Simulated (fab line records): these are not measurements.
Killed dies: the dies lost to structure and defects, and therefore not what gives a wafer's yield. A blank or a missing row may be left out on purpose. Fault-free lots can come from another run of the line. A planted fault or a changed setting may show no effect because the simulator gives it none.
A struck lot beside a sound one -- flow rit-cmos -- 14 out of 202 route steps
Sound: wafers L563.2, L563.4, L563.5. Wafers struck: L551.1, L551.5, L551.6. At the end, the cause is stated.
At each step with rows: each side's tool, then ch and its chambers, then its first start. Under that, the readings that differ: sound wafers -- struck wafers -- difference of the means -- sigmas: that difference in standard deviations of wafers without a fault.
alike: a reading whose means differ by less than 2 such deviations, as well as words and numbers matching on both sides. not compared: withheld readings; readings where some wafer has no value; bounds like >300 that might hide an equal value; numbers whose values overlap and for which the record gives no deviation.
Wherever a step has rows on one side only, a row that says differs or no value, or a row with sigmas, the two part there. When numbers do not overlap yet have no deviation, they are printed without sigmas and do not part them. Lack of a reading on every wafer of one side parts them only where that side has two or more wafers.

first, 4 steps without rows for these wafers: RIT_NSD_SOFTBAKE_02 (time 60 s); RIT_NSD_EXPOSE_03 (exposes mask M9, target cd 40700 nm); RIT_NSD_PEB_04; RIT_NSD_DEVELOP_05 (develop time 50 s).
RIT_NSD_OVL_MEAS_06:
  sound on overlay-01, day 6 13:13; struck on overlay-01, day 3 23:02
  alike: NSD_OVL
then, 2 steps without rows for these wafers: RIT_NSD_HARDBAKE_07 (time 60 s); RIT_NSD_IMPLANT_08.
RIT_NSD_STRIP_09: strips in O2, time 180 s.
  sound on plasma-asher-01 ch 0,1, day 6 13:33; struck on plasma-asher-04 ch 0,1, day 3 23:41
  alike: drypump-motor-current-A, o2-flow-sccm
  not compared: rf-hours-counter-h
RIT_NSD_TW_MEAS_10:
  sound on film-metro-02, day 6 13:44; struck on film-metro-04, day 3 23:51
  alike: NSD_TW
then, 3 steps without rows for these wafers: RIT_PSD_HMDS_00 (prime time 60 s); RIT_PSD_COAT_01 (resist thk 1000 nm); RIT_PSD_SOFTBAKE_02 (time 60 s).
RIT_PSD_EXPOSE_03: exposes mask M10, target cd 40900 nm.
  sound on iline-stepper-01 ch 0, day 6 14:16; struck on iline-stepper-02, day 4 00:22
  no value came back on the struck wafers for exposure-dose-mJ-cm2, focus-offset-nm (nm); on the sound wafers exposure-dose-mJ-cm2 reads 249.83 250.14 249.99
  alike: mask
after that, 1 step had no rows for these wafers: RIT_PSD_PEB_04.

## WHERE THEY PART
Within this record, at RIT_PSD_EXPOSE_03 only.

WHY: the cause the simulator had injected
Skipped step whole: iline-stepper-02, from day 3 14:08 on, at RIT_PSD_EXPOSE_03. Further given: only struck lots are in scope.
